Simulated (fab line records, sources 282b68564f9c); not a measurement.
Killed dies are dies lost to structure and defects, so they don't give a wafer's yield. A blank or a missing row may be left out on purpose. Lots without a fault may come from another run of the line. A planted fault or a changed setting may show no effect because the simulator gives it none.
fab line records | flow rit_cmos
record lots=11 wafers=33 last_day=8
route steps=202 shown NSD@139
lots that met no fault: from a run of the same line without faults
start_h: hours from the record's first day to the start of the lot's first wafer shown | wait_h: hours since the lot's step before | " the same as in the row above | L1.1+2: a row that stands for several wafers | - no value, or no start given | * or withheld: withheld | < > ~ a bound
route shown NAME@n: a module of which the file shows steps, and the number in the route of the first | usual: mean/standard deviation of fault-free wafers | same: alike in all rows | chamber/n: place in a boat | sites: the reading at each site | _std_site: their standard deviation | _edge_site: outer sites' mean less inner sites' | radius_mm: how far each site lies from the wafer's centre | mask NAME#n: copy n | behind: the tool/chamber that last shaped the wafer | hold: why the lot was held/for how many hours/how that ended | device: the transistor (n, p or np) that didn't switch | end of line: the same wafers' tests at the end of the route | a step without rows: its recipe alone | killed: dies lost to structure and defects at the first sort, not the wafer's yield | map: a wafer's dies, x killed, . not, _ none there
set.NAME: the setting as run; set.NAME@STEP: as run at that earlier step | model.NAME: the simulator's own value behind a step, which no gauge read
steps of the route over a sample of lots; a table a step, a row a wafer
services: from which hour (start_h, from the record's first day; less than 0 if before it) a tool's chamber was out of use, for how many hours, and why
## steps
# step RIT_NSD_IMPLANT_08
# recipe species=P energy_kev=25 dose_cm2=1e+15 tilt_deg=7
# usual beam_energy_keV=25.000/0.0083
# columns lot.wafer tool chamber start_h wait_h beam_energy_keV
L921.3 implanter-01 0 51.90 0.1 25.001
L921.5 " 0 " " 24.999
L921.6 " 0 " " 24.995
L922.2 implanter-01 0 56.92 0.1 24.996
L922.4 " 0 " " 24.997
L922.6 " 0 " " 25.001
L923.3 implanter-02 0 58.99 0.1 24.997
L923.5 " 0 " " 24.995
L923.6 " 0 " " 25.003
L925.1 implanter-01 0 76.21 0.1 25.002
L925.2 " 0 " " 24.995
L925.3 " 0 " " 25.012
L928.2 implanter-01 0 91.28 0.1 25.923
L928.3 " 0 " " 25.910
L928.6 " 0 " " 25.915
L930.3 implanter-01 0 101.59 0.1 25.931
L930.5 " 0 " " 25.940
L930.6 " 0 " " 25.929
L932.3 implanter-02 0 113.13 0.1 25.002
L932.5 " 0 " " 24.994
L932.6 " 0 " " 24.998
L936.2 implanter-03 0 125.53 0.1 25.008
L936.3 " 0 " " 25.001
L936.5 " 0 " " 25.004
L938.3 implanter-03 0 138.56 0.1 25.005
L938.5 " 0 " " 25.003
L938.6 " 0 " " 25.014
L943.1 implanter-03 0 167.14 0.1 24.999
L943.5 " 0 " " 25.013
L943.6 " 0 " " 25.001
L944.1 implanter-03 0 179.07 0.1 24.996
L944.2 " 0 " " 25.003
L944.6 " 0 " " 24.982
# step RIT_NSD_TW_MEAS_10
# usual NSD_TW=3115/11
# columns lot.wafer tool chamber start_h wait_h NSD_TW
L921.3 film_metro-02 - 52.19 0.1 3105
L921.5 " - " " 3110
L921.6 " - " " 3098
L922.2 film_metro-02 - 57.23 0.1 3104
L922.4 " - " " 3107
L922.6 " - " " 3117
L923.3 film_metro-03 - 59.28 0.1 3129
L923.5 " - " " 3122
L923.6 " - " " 3105
L925.1 film_metro-03 - 76.53 0.1 3134
L925.2 " - " " 3124
L925.3 " - " " 3111
L928.2 film_metro-04 - 91.59 0.1 3146
L928.3 " - " " 3147
L928.6 " - " " 3144
L930.3 film_metro-03 - 101.89 0.1 3158
L930.5 " - " " 3148
L930.6 " - " " 3176
L932.3 film_metro-03 - 113.43 0.1 3133
L932.5 " - " " 3118
L932.6 " - " " 3128
L936.2 film_metro-03 - 125.84 0.1 3118
L936.3 " - " " 3124
L936.5 " - " " 3120
L938.3 film_metro-03 - 138.86 0.1 3112
L938.5 " - " " 3126
L938.6 " - " " 3123
L943.1 film_metro-03 - 167.46 0.1 3103
L943.5 " - " " 3115
L943.6 " - " " 3117
L944.1 film_metro-03 - 179.40 0.1 3125
L944.2 " - " " 3103
L944.6 " - " " 3098
## services
# columns tool chamber start_h hours kind
implanter-01 - 50.30 0.6 repair
implanter-02 - 59.27 5.7 repair
implanter-03 - 75.07 5.0 pm
implanter-01 - 94.74 4.1 pm
implanter-02 - 107.17 1.3 repair
## key
first_sign step=RIT_NSD_IMPLANT_08 reading=beam_energy_keV direction=up sigmas=99+ usual=25.000 struck=25.925
effect step=RIT_NSD_TW_MEAS_10 reading=NSD_TW direction=up sigmas=3.4 usual=3115 struck=3153
met_at RIT_NSD_IMPLANT_08
struck_lots L928,L930
tester_left_out L928,L930
onset_between 76.21 91.28
fault kind=process_parameter_drift tool=implanter-01 chamber=- onset_h=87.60 steps=RIT_NSD_IMPLANT_08 channel=energy_kev offset=0.92315 shape=step end_h=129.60 acts_in=these_recipes_only stated=25
# tester_left_out: of these lots the tester's yield and bins aren't shown, on N5 and GAA mostly nor the transistor test; their killed dies are dies lost to structure and defects alone, not to doping, threshold or leakage, so they don't give the yield
